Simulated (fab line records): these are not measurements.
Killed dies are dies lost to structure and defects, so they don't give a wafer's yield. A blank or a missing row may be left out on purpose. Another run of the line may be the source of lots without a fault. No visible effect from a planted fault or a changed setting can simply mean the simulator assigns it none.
Which tool was responsible? -- flow rit-cmos -- Sampling: 15 lots, 45 wafers, 3 of 202 route steps

WHAT EACH GAUGE READ, for each wafer
RIT_NWELL_OVL_MEAS_06. Usual: NWELL_OVL typically reads -0.8 nm, with standard deviation 1.3.
lot,measured,on,NWELL_OVL (nm),flag
L348,day 2 06:59,overlay-01,-2.4 -1.9 -3.7,
L349,day 2 13:55,overlay-02,1.6 -0.1 0.6,
L350,day 2 18:58,overlay-02,-1.9 -1.7 0.0,
L351,day 3 00:16,overlay-02,-0.3 -0.8 -1.5,
L353,day 3 09:12,overlay-01,-0.9 -0.8 -1.4,
L354,day 3 12:53,overlay-01,-2.2 0.0 0.9,
L356,day 4 04:01,overlay-01,-2.5 -1.3 -3.0,
L357,day 4 05:03,overlay-01,-1.1 1.2 -0.5,
L359,day 4 13:38,overlay-01,-3.0 -2.7 -5.6,
L360,day 4 19:29,overlay-01,-0.3 -0.1 -0.9,
L362,day 5 05:41,overlay-02,1.1 1.2 0.1,
L363,day 5 09:15,overlay-02,-0.3 -1.5 0.3,
L365,day 5 19:47,overlay-01,-0.4 -1.3 -0.8,
L366,day 6 00:13,overlay-02,-1.3 0.8 0.3,
L368,day 6 11:28,overlay-01,-1.5 -0.6 0.6,

RIT_NRETRO_OVL_MEAS_06. Usual: NRETRO_OVL typically reads -0.5 nm, with standard deviation 1.4.
lot,measured,on,NRETRO_OVL (nm),flag
L348,day 2 17:56,overlay-01,-0.6 -1.2 -1.0,
L349,day 2 22:53,overlay-02,1.4 -0.7 -1.2,
L350,day 3 05:10,overlay-02,0.1 1.6 -0.3,
L351,day 3 08:59,overlay-01,-1.5 -1.2 -2.2,
L353,day 3 17:46,overlay-02,1.4 -1.2 -0.7,
L354,day 3 21:56,overlay-01,-3.2 -3.5 -2.9,
L356,day 4 12:45,overlay-02,-0.1 0.3 0.0,
L357,day 4 13:29,overlay-02,1.6 -0.3 -0.9,
L359,day 4 22:15,overlay-02,0.5 -3.5 -0.6,
L360,day 5 04:02,overlay-01,-2.1 -1.9 -0.2,
L362,day 5 14:23,overlay-01,-3.4 0.0 -0.9,
L363,day 5 17:46,overlay-02,2.7 1.9 2.5,
L365,day 6 04:22,overlay-01,2.1 0.3 0.1,
L366,day 6 09:20,overlay-01,-0.8 2.8 2.2,
L368,day 6 20:01,overlay-02,0.7 0.1 0.4,

TOOL THAT RAN EACH LOT (tool first, then ch and the chambers of the sampled wafers, then the start)
lot,RIT_ACTIVE_STRIP_14
L348,"plasma-asher-01 ch 0,1, day 2 01:41"
L349,"plasma-asher-04 ch 0,1, day 2 05:58"
L350,"plasma-asher-04 ch 0,1, day 2 12:26"
L351,"plasma-asher-01 ch 0,1, day 2 17:08"
L353,"plasma-asher-02 ch 0,1, day 3 03:09"
L354,"plasma-asher-04 ch 0,1, day 3 07:23"
L356,"plasma-asher-02 ch 0,1, day 3 17:52"
L357,"plasma-asher-04 ch 0,1, day 3 21:58"
L359,"plasma-asher-02 ch 0,1, day 4 08:02"
L360,"plasma-asher-04 ch 0,1, day 4 14:06"
L362,"plasma-asher-02 ch 0,1, day 4 23:11"
L363,"plasma-asher-02 ch 0,1, day 5 03:58"
L365,"plasma-asher-02 ch 0, day 5 13:50"
L366,"plasma-asher-02 ch 0,1, day 5 18:54"
L368,"plasma-asher-04 ch 0,1, day 6 04:51"
- RIT_ACTIVE_STRIP_14: strips in O2, time 180 s.

WHAT THE TOOLS THEMSELVES READ (means of the sampled wafers that have a number; where no wafer has one, the mark that the record gives instead)
RIT_ACTIVE_STRIP_14. Usual: drypump-motor-current-A 5.72 A, standard deviation 0.29.
lot,tool,drypump-motor-current-A (A),flag
L348,plasma-asher-01,5.65,
L349,plasma-asher-04,5.78,
L350,plasma-asher-04,5.73,
L351,plasma-asher-01,5.66,
L353,plasma-asher-02,5.56,
L354,plasma-asher-04,5.78,
L356,plasma-asher-02,5.57,
L357,plasma-asher-04,5.79,
L359,plasma-asher-02,5.56,
L360,plasma-asher-04,5.79,
L362,plasma-asher-02,5.80,
L363,plasma-asher-02,5.78,
L365,plasma-asher-02,6.01,
L366,plasma-asher-02,5.79,
L368,plasma-asher-04,5.76,

THE ANSWER, worked out from the rows above alone
Rule: take the mean of a lot's wafers that have a number; if it is more than 3 standard deviations from the usual mean, the lot is off. Also off: a lot with no number at a reading for which 4 or more lots have one. Any other lot the step has rows for is counted as sound. Order of review: gauges by route order, followed by the tools' own readings, for which a lot's mean as printed above is used. At the first step where some lot is off, the reading lying furthest off is the one used; lots without a number count as furthest.
Across all readings shown, no lot is off: no conclusion can be drawn from this.

WHAT THE SIMULATOR PUT IN
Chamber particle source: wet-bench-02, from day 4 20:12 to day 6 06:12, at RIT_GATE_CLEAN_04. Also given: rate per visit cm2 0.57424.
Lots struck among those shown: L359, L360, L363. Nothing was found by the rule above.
